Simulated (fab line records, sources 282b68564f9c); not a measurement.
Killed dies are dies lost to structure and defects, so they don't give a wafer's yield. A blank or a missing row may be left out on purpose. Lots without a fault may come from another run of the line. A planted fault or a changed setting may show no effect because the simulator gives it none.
A struck lot beside a sound one | flow rit_cmos | 17 steps out of a route of 202
Sound: wafers L749.4, L749.5, L749.6. Struck: wafers L763.1, L763.2, L763.4. The cause comes at the end.
At each step with rows: each side's tool, then ch and its chambers, then its first start. Under that, the readings that differ: sound wafers | struck wafers | difference of the means | sigmas: that difference in standard deviations of wafers without a fault.
alike: readings whose means differ by less than 2 such deviations, and words and numbers that are the same on both sides. not compared: withheld readings, readings that some wafer has no value for, bounds like >300 that may hide the same value, and numbers for which the record gives no deviation and whose values overlap.
The two part at a step that has a row with sigmas, a row that says differs or no value, or rows on one side only. Numbers that don't overlap but have no deviation are shown without sigmas and don't part them. A reading that every wafer of one side lacks parts them only if that side has two wafers or more.

first, 1 step without rows for these wafers: RIT_PSD_IMPLANT_08.
RIT_PSD_STRIP_09: strips in O2, time 180 s.
  sound on plasma_asher-02 ch 0,1, day 4 12:12; struck on plasma_asher-02 ch 0,1, day 7 11:58
  alike: chamber_pressure_mTorr, drypump_motor_current_A, rf_refl_power_W
  not compared: rf_hours_counter_h
RIT_PSD_TW_MEAS_10:
  sound on film_metro-03, day 4 12:21; struck on film_metro-03, day 7 12:08
  alike: PSD_TW
then, 3 steps without rows for these wafers: RIT_SDANNEAL_CLEAN_00 (cleans in SC1, time 600 s); RIT_SDANNEAL_CLEAN_01 (cleans in dHF, time 30 s); RIT_SDANNEAL_CLEAN_02 (cleans in SC2, time 600 s).
RIT_SDANNEAL_RTA_03: time 5 s.
  sound on rtp_anneal-01 ch 0, day 4 12:46; struck on rtp_anneal-01 ch 0, day 7 12:35
  alike: wafer_temp_C_max
RIT_SDANNEAL_RS_MEAS_04: measures by four-point-probe.
  sound on film_metro-01, day 4 12:52; struck on film_metro-03, day 7 12:38
  alike: PSD_RS
RIT_SDANNEAL_RS_MEAS_05: measures by four-point-probe.
  sound on film_metro-01, day 4 12:59; struck on film_metro-03, day 7 12:46
  alike: NSD_RS
RIT_SDANNEAL_RS_MEAS_06: measures by four-point-probe.
  sound on film_metro-01, day 4 13:06; struck on film_metro-03, day 7 12:53
  alike: PLDD_RS
RIT_SDANNEAL_RS_MEAS_07: measures by four-point-probe.
  sound on film_metro-01, day 4 13:13; struck on film_metro-03, day 7 13:00
  reading          | sound             | struck            | difference | sigmas
  NLDD_RS (ohm/sq) | 150.9 150.3 150.5 | 149.4 149.3 149.4 | -1.2       | -2
then, 1 step without rows for these wafers: RIT_SILICIDE_WET_ETCH_00 (etches SiO2 in BOE, target depth 14 nm, time 15.32 s).
RIT_SILICIDE_SPUTTER_01: material Ti, target thk 30 nm, time 240 s.
  sound on pvd_sputter-03, day 4 13:18; struck on pvd_sputter-03, day 7 13:08
  reading                                     | sound            | struck            | difference | sigmas
  model.Ti_of_SILICIDE_SPUTTER_01.thk_nm (nm) | 29.98 30.15 29.5 | 31.73 31.71 31.58 | +1.80      |
  alike: chamber_pressure_pa, throttle_valve_pct
RIT_SILICIDE_RS_MEAS_02: measures by four-point-probe.
  sound on film_metro-04, day 4 13:31; struck on film_metro-01, day 7 13:17
  reading                 | sound          | struck         | difference | sigmas
  SILICIDE_TI_RS (ohm/sq) | 47.9 47.5 48.8 | 44.5 44.8 44.8 | -3.4       | -4
RIT_SILICIDE_THK_MEAS_03: measures by xrf.
  sound on film_metro-04, day 4 13:36; struck on film_metro-01, day 7 13:25
  reading              | sound          | struck         | difference | sigmas
  SILICIDE_TI_THK (nm) | 30.6 30.7 30.1 | 32.1 32.1 31.9 | +1.6       | +3
RIT_SILICIDE_RTA_04: time 10 s, ramp up 5 s, ramp down 5 s.
  sound on rtp_anneal-02 ch 0, day 4 13:40; struck on rtp_anneal-02 ch 0, day 7 13:28
  alike: wafer_temp_C_max
RIT_M1_PROBE_99:
  sound on prober-02, day 4 20:31; struck on prober-02, day 7 20:14
  reading                              | sound             | struck            | difference | sigmas
  model.etest.contact_nplus.end_ohm_um | 42.01 41.53 41.96 | 43.57 46.23 44.96 | +3.09      |
  model.etest.npoly_line.rs_ohm_sq     | 16.95 16.87 17.29 | 16.42 16.45 16.54 | -0.57      |
  model.etest.ppoly_line.rs_ohm_sq     | 16.52 16.48 16.76 | 15.91 15.84 15.95 | -0.69      |
  model.etest.npoly_sal.rs_ohm_sq      | 4.351 4.34 4.435  | 4.173 4.111 4.162 | -0.227     |
  model.etest.ppoly_sal.rs_ohm_sq      | 4.318 4.285 4.377 | 4.15 4.126 4.104  | -0.20      |
  model.etest.pplus_sal.rs_ohm_sq      | 4.286 4.285 4.344 | 4.14 4.095 4.128  | -0.18      |
  model.etest.nplus_sal.rs_ohm_sq      | 4.33 4.275 4.354  | 4.123 4.106 4.102 | -0.209     |
  alike: killed_at_contacts, killed_at_front_end, killed_dies, killed_open, killed_short
  not compared: model.etest.contact_pplus.end_ohm_um

WHERE THEY PART
First at RIT_SDANNEAL_RS_MEAS_07; last, within this record, at RIT_SILICIDE_THK_MEAS_03. Later steps at which nothing parts them and some readings are alike: RIT_SILICIDE_RTA_04, RIT_M1_PROBE_99.

WHY: what the simulator had put in
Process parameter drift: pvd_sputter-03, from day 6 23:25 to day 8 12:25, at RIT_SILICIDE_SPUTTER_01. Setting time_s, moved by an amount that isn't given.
